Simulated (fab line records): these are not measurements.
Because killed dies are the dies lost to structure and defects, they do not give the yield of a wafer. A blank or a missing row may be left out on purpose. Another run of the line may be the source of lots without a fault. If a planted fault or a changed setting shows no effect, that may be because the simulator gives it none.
Struck lot and sound lot, side by side | flow ritCmos | 15 out of 202 route steps
Sound: wafers L961.3, L961.5, L961.6. The struck wafers were L967.1, L967.3, L967.4. Last of all comes the cause.
Each step with rows lists, per side, the tool, then ch with its chambers, then its first start. Under that, the readings that differ: sound wafers | struck wafers | difference of the means | sigmas: that difference in standard deviations of wafers without a fault.
alike: same words and numbers on both sides, and readings whose means sit less than 2 such deviations apart. not compared: any withheld reading, any reading some wafer has no value for, any bound like >300 that may hide the same value, and any number with overlapping values for which the record gives no deviation.
The two part at a step that has a row with sigmas, a row that says differs or no value, or rows on one side only. When numbers do not overlap yet have no deviation, they are printed without sigmas and do not part them. A reading missing from all wafers of one side parts the sides only when that side holds two or more wafers.

RIT_M1_RS_MEAS_01: measures by four-point-probe.
  sound on filmMetro-02 at day 3 11:12; struck on filmMetro-03 at day 4 16:59
  alike: M1_AL_RS
RIT_M1_THK_MEAS_02: measures by xrf.
  sound on filmMetro-02 at day 3 11:18; struck on filmMetro-03 at day 4 17:06
  alike: M1_AL_THK
then, 6 steps without rows for these wafers: RIT_M1_HMDS_03 (prime time 60 s); RIT_M1_COAT_04 (resist thk 1300 nm); RIT_M1_SOFTBAKE_05 (time 60 s); RIT_M1_EXPOSE_06 (exposes mask M12, target cd 2600 nm); RIT_M1_PEB_07; RIT_M1_DEVELOP_08 (develop time 68 s).
RIT_M1_CD_MEAS_09: the cd target is 2600 nm.
  sound on cdSem-01 at day 3 12:16; struck on cdSem-01 at day 4 18:12
  alike: cdNm
RIT_M1_OVL_MEAS_10:
  sound on overlay-01 at day 3 12:21; struck on overlay-02 at day 4 18:19
  alike: M1_OVL
then, 1 step without rows for these wafers: RIT_M1_HARDBAKE_11 (time 120 s).
RIT_M1_METAL_ETCH_12: etches Al in Cl2/BCl3, stops on SiO2, time 165 s, target depth 600 nm.
  sound on rieMetal-01 ch 0,1, day 3 12:41; struck on rieMetal-01 ch 0,1, day 4 18:37
  alike: drypumpMotorCurrentA, oesProductAu, throttleValvePct
  not compared: rfHoursCounterH
RIT_M1_STRIP_13: strips in nmp, time 600 s.
  sound on wetBench-03 ch 1, day 3 12:47; struck on wetBench-01 ch 0, day 4 18:46
  no value came back on the struck wafers for bathGuardTempC (C), bathHeatDutyPct (%), timeS (s); on the sound wafers bathGuardTempC (C) reads 79.4 79.5 79.9
reading                                | sound | struck            | difference | sigmas
model.NOVOLAK_of_M1_COAT_04.thkNm (nm) | 0 0 0 | 801.1 799.3 800.8 | +800.4     | 
RIT_M1_STRIP_14: strips in O2, time 186.3 s.
  sound on plasmaAsher-01 ch 0,1, day 3 13:01; struck on plasmaAsher-03 ch 0,1, day 4 18:58
  alike: chamberPressureMTorr, drypumpMotorCurrentA
  not compared: rfHoursCounterH
RIT_M1_PROBE_99:
  sound on prober-02 at day 3 15:46; struck on prober-01 at day 4 20:53
reading                | sound          | struck         | difference | sigmas
defectLimitedYield (%) | 99.2 98.5 97.0 | 96.2 94.7 95.8 | -2.7       | -2
killedAtFrontEnd       | 2 4 8          | 10 14 10       | +7         | +2
killedDies             | 2 4 8          | 10 14 11       | +7         | +2
killedShort            | 1 3 2          | 7 12 8         | +7         | +3
sortNPass              | 262 260 256    | 254 250 253    | -7         | -2
sortYieldPct (%)       | 99.2 98.5 97.0 | 96.2 94.7 95.8 | -2.7       | -2
  alike: killedAtContacts, killedOpen, sort_bin_3_pad_short, sort_bin_5_function, sort_bin_6_memory

== WHERE THEY PART ==
First at RIT_M1_STRIP_13; last, within this record, at RIT_M1_PROBE_99.

WHY: what the simulator had put in
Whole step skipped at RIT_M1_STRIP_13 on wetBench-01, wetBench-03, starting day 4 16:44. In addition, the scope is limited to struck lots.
